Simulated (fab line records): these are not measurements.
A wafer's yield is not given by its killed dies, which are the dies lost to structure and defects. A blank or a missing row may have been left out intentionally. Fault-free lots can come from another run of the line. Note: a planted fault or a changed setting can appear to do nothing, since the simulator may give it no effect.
Matching of chambers / flow berkeley-cmos170 / UCB170_V1_CMP_02 on cmp-02 has 4 sister chambers
The step polishes SiO2. 14 wafers are shown with their chamber, then 7 later ones without.

== WAFERS WITH THEIR CHAMBER ==
wafer=L343.2; chamber=3; motor-current-A (A)=14.6; platen-rpm (rpm)=60.00
wafer=L343.5; chamber=1; motor-current-A (A)=17.9; platen-rpm (rpm)=59.95
wafer=L343.6; chamber=2; motor-current-A (A)=16.2; platen-rpm (rpm)=59.89
wafer=L344.1; chamber=3; motor-current-A (A)=15.0; platen-rpm (rpm)=60.00
wafer=L344.2; chamber=2; motor-current-A (A)=15.8; platen-rpm (rpm)=59.99
wafer=L344.3; chamber=1; motor-current-A (A)=17.4; platen-rpm (rpm)=59.96
wafer=L353.2; chamber=1; motor-current-A (A)=17.0; platen-rpm (rpm)=60.07
wafer=L353.3; chamber=0; motor-current-A (A)=13.2; platen-rpm (rpm)=60.01
wafer=L353.5; chamber=1; motor-current-A (A)=17.6; platen-rpm (rpm)=60.01
wafer=L358.1; chamber=3; motor-current-A (A)=14.4; platen-rpm (rpm)=59.99
wafer=L358.4; chamber=2; motor-current-A (A)=18.1; platen-rpm (rpm)=60.06
wafer=L358.5; chamber=1; motor-current-A (A)=17.7; platen-rpm (rpm)=60.05
wafer=L357.1; chamber=2; motor-current-A (A)=16.9; platen-rpm (rpm)=59.93
wafer=L357.2; chamber=1; motor-current-A (A)=18.2; platen-rpm (rpm)=60.00

SIGNATURES (averages over the wafers above)
reading=motor-current-A; chamber 0=13.200; chamber 1=17.633; chamber 2=16.750; chamber 3=14.667; scatter within a chamber=0.64
reading=platen-rpm; chamber 0=60.0100; chamber 1=60.0067; chamber 2=59.9675; chamber 3=59.9967; scatter within a chamber=0.0528
Rule: distance of a wafer from a chamber = root of the sum over the readings of ((wafer's reading minus chamber's mean) / reading's scatter) squared. If the next closest chamber is less than 2 further off than the closest, the wafer can't be placed; otherwise it belongs to the closest. How the scatter is found: for the shown wafers, subtract from each reading the mean of its chamber, square and add these, divide the total by (wafers less chambers), then take the root.

== WAFERS WHOSE CHAMBER IS MISSING ==
wafer=L357.3; motor-current-A (A)=13.3; platen-rpm (rpm)=59.97
wafer=L364.2; motor-current-A (A)=17.8; platen-rpm (rpm)=60.01
wafer=L364.4; motor-current-A (A)=14.1; platen-rpm (rpm)=60.05
wafer=L364.5; motor-current-A (A)=17.7; platen-rpm (rpm)=59.98
wafer=L362.1; motor-current-A (A)=16.7; platen-rpm (rpm)=60.01
wafer=L362.2; motor-current-A (A)=14.6; platen-rpm (rpm)=60.00
wafer=L362.4; motor-current-A (A)=12.8; platen-rpm (rpm)=60.02

== CHAMBER TAKEN BY EACH ==
wafer=L357.3; from the rows above=can't be placed: 0 or 3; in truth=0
wafer=L364.2; from the rows above=can't be placed: 1 or 2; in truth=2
wafer=L364.4; from the rows above=can't be placed: 3 or 0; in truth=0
wafer=L364.5; from the rows above=can't be placed: 1 or 2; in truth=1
wafer=L362.1; from the rows above=can't be placed: 2 or 1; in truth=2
wafer=L362.2; from the rows above=3; in truth=3
wafer=L362.4; from the rows above=0; in truth=0
2 of 7 placed correctly. Not placeable from these rows: 5 (in 5, the candidates include the true chamber). Wrongly placed: 0.
